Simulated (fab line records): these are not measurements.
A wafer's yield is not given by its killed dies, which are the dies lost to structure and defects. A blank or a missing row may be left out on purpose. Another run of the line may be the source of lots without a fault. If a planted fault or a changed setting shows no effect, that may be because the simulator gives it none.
What tool caused it? + flow berkeleyCmos170 + Sampling: 14 lots, 42 wafers, 3 of 331 route steps

WHAT THE GAUGES READ, wafer by wafer
UCB170_V1_THK_MEAS_01.
| lot  | measured     | on           | V1_TEOS_THK (nm) |
|------|--------------|--------------|------------------|
| L540 | day 8 00:05  | filmMetro-03 | 2018 2090 2028   |
| L541 | day 8 22:42  | filmMetro-02 | 1991 2029 2002   |
| L542 | day 8 22:32  | filmMetro-01 | 1934 1979 2041   |
| L543 | day 8 22:32  | filmMetro-03 | 2007 2058 2054   |
| L545 | day 9 06:29  | filmMetro-01 | 1952 2006 2019   |
| L547 | day 9 02:34  | filmMetro-03 | 1986 2019 2071   |
| L550 | day 10 07:35 | filmMetro-03 | 2035 2033 2064   |
| L555 | day 10 20:19 | filmMetro-02 | 1991 2051 2032   |
| L556 | day 10 18:17 | filmMetro-02 | 1963 2042 2024   |
| L557 | day 10 20:20 | filmMetro-01 | 1952 2008 2052   |
| L560 | day 11 23:28 | filmMetro-01 | 1997 2012 2062   |
| L562 | day 12 13:08 | filmMetro-03 | 2014 2054 2054   |

WHICH TOOL RAN EACH LOT (tool, then ch and the chambers of the sampled wafers, then the start)
| lot  | UCB170_ACTIVE_ETCH_15            | UCB170_ACTIVE_STRIP_16             |
|------|----------------------------------|------------------------------------|
| L540 | rieDiel-03 ch 0,1,2, day 4 12:50 | plasmaAsher-03 ch 0,1, day 4 12:58 |
| L541 | rieDiel-01 ch 1,2, day 4 23:36   | plasmaAsher-02 ch 0,1, day 4 23:42 |
| L542 | rieDiel-04 ch 0,1,2, day 4 23:53 | plasmaAsher-03 ch 1, day 4 23:59   |
| L543 | rieDiel-01 ch 0,3, day 5 00:05   | plasmaAsher-02 ch 0, day 5 00:11   |
| L545 | rieDiel-01 ch 1,2,3, day 5 17:14 | plasmaAsher-04 ch 0,1, day 5 17:20 |
| L547 | rieDiel-04 ch 0,1,3, day 5 22:06 | plasmaAsher-04 ch 0,1, day 5 22:12 |
| L549 | rieDiel-01 ch 0,1, day 6 08:17   | plasmaAsher-02 ch 0,1, day 6 08:24 |
| L550 | rieDiel-03 ch 0,1,3, day 7 00:43 | plasmaAsher-02 ch 0,1, day 7 00:49 |
| L551 | rieDiel-01 ch 1,2,3, day 7 08:15 | plasmaAsher-04 ch 0,1, day 7 08:21 |
| L555 | rieDiel-03 ch 0,2, day 7 15:23   | plasmaAsher-03 ch 0,1, day 7 15:29 |
| L556 | rieDiel-04 ch 1,3, day 7 15:33   | plasmaAsher-04 ch 0,1, day 7 15:39 |
| L557 | rieDiel-03 ch 2,3, day 7 22:33   | plasmaAsher-02 ch 0,1, day 7 22:39 |
| L560 | rieDiel-04 ch 0,1,2, day 8 20:14 | plasmaAsher-03 ch 0,1, day 8 20:20 |
| L562 | rieDiel-04 ch 0,2, day 9 11:25   | plasmaAsher-03 ch 0,1, day 9 11:34 |
- UCB170_ACTIVE_ETCH_15: etches Si3N4 in CH3F/Ar/O2, stops on SiO2, target depth 242 nm, time 151 s.
- UCB170_ACTIVE_STRIP_16: strips in O2.

AS READ BY THE TOOLS THEMSELVES (means over the sampled wafers that have a number; for cases with no such wafer, the mark the record gives instead)
UCB170_ACTIVE_ETCH_15.
| lot  | tool       | CH3F_flow_sccm (sccm) | chamberPressureMTorr (mTorr) | drypumpMotorCurrentA (A) | oesProductAu (a.u.) | throttleValvePct (%) |
|------|------------|-----------------------|------------------------------|--------------------------|---------------------|----------------------|
| L540 | rieDiel-03 | 20.01                 | 49.98                        | 4.8                      | 0.944               | 8.04                 |
| L541 | rieDiel-01 | 19.98                 | 49.99                        | 5.8                      | 0.933               | 7.95                 |
| L542 | rieDiel-04 | 20.02                 | 50.00                        | 5.7                      | 0.952               | 8.08                 |
| L543 | rieDiel-01 | 20.07                 | 50.03                        | 5.0                      | 0.923               | 8.00                 |
| L545 | rieDiel-01 | 20.04                 | 49.99                        | 5.5                      | 0.925               | 7.96                 |
| L547 | rieDiel-04 | 19.98                 | 50.00                        | 5.4                      | 0.964               | 8.14                 |
| L549 | rieDiel-01 | 19.97                 | 49.99                        | 5.5                      | 0.767               | 8.16                 |
| L550 | rieDiel-03 | 20.01                 | 49.96                        | 4.9                      | 0.940               | 8.05                 |
| L551 | rieDiel-01 | 19.97                 | 50.01                        | 5.5                      | 0.757               | 7.94                 |
| L555 | rieDiel-03 | 20.00                 | 50.00                        | 4.9                      | 0.932               | 8.07                 |
| L556 | rieDiel-04 | 20.01                 | 50.04                        | 5.5                      | 0.970               | 8.19                 |
| L557 | rieDiel-03 | 20.00                 | 49.98                        | 4.9                      | 0.939               | 8.07                 |
| L560 | rieDiel-04 | 20.05                 | 49.96                        | 5.7                      | 0.941               | 8.09                 |
| L562 | rieDiel-04 | 19.99                 | 50.01                        | 5.9                      | 0.919               | 8.09                 |

UCB170_ACTIVE_STRIP_16.
| lot  | tool           | chamberPressureMTorr (mTorr) | drypumpMotorCurrentA (A) | oesProductAu (a.u.) | stripTimeToEndpointS (s) |
|------|----------------|------------------------------|--------------------------|---------------------|--------------------------|
| L540 | plasmaAsher-03 | 3499                         | 6.1                      | 0.719               | 18.19                    |
| L541 | plasmaAsher-02 | 3499                         | 5.4                      | 0.724               | 18.07                    |
| L542 | plasmaAsher-03 | 3499                         | 5.6                      | 0.728               | 18.00                    |
| L543 | plasmaAsher-02 | 3499                         | 5.1                      | 0.723               | 18.00                    |
| L545 | plasmaAsher-04 | 3500                         | 6.3                      | 0.726               | 18.05                    |
| L547 | plasmaAsher-04 | 3498                         | 6.3                      | 0.719               | 18.08                    |
| L549 | plasmaAsher-02 | 3497                         | 5.3                      | 0.722               | 19.58                    |
| L550 | plasmaAsher-02 | 3501                         | 5.4                      | 0.720               | 18.13                    |
| L551 | plasmaAsher-04 | 3502                         | 6.3                      | 0.724               | 19.57                    |
| L555 | plasmaAsher-03 | 3503                         | 5.8                      | 0.721               | 18.13                    |
| L556 | plasmaAsher-04 | 3503                         | 6.1                      | 0.718               | 18.07                    |
| L557 | plasmaAsher-02 | 3499                         | 5.4                      | 0.722               | 18.22                    |
| L560 | plasmaAsher-03 | 3503                         | 5.8                      | 0.721               | 18.07                    |
| L562 | plasmaAsher-03 | 3501                         | 6.1                      | 0.722               | 18.20                    |

THE ANSWER, worked out from the rows above alone
Rule: the usual values come from the lots themselves. The widest of any qualifying gaps counts: lots, ordered by their means at a reading, are off when they make up no more than a third of the lots, leave a main group of 4 or more, and stand apart from it by 3 or more times the standard deviation of that group's means. Not used: any main group whose means are identical at the precision the tables above print for the reading. A lot without any number at a reading at which 4 lots or more have one is off too. Any other lot the step has rows for is counted as sound. Order of review: gauges by route order, followed by the tools' own readings, for which a lot's mean as printed above is used. The first step at which some lot is off is used, and at that step the reading that is off furthest; a lot without a number counts as furthest.
Off, at UCB170_ACTIVE_ETCH_15 on oesProductAu: L549, L551. The main group has a mean of 0.940 a.u. with a standard deviation of 0.015.
A tool fits if, at that step or a process step before it, it ran every lot that is off, and no sound lot after the first of them. One fits: rieDiel-01 at UCB170_ACTIVE_ETCH_15. A fault onset in the window from L545 (day 5 17:14, its last sound lot) to L549 (day 6 08:17, its first lot off) fits.
The tool's own readings at UCB170_ACTIVE_ETCH_15 bear it out: on the lots that are off they differ by more than 5 times the standard deviation of the sound lots' means. oesProductAu reads 0.762 a.u. there against 0.940 a.u. on the sound lots.

WHAT THE SIMULATOR HAD PUT IN
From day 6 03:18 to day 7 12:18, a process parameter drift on rieDiel-01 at UCB170_ACTIVE_ETCH_15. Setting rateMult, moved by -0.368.
Lots struck among those shown: L549, L551. The rule given above showed the same thing.
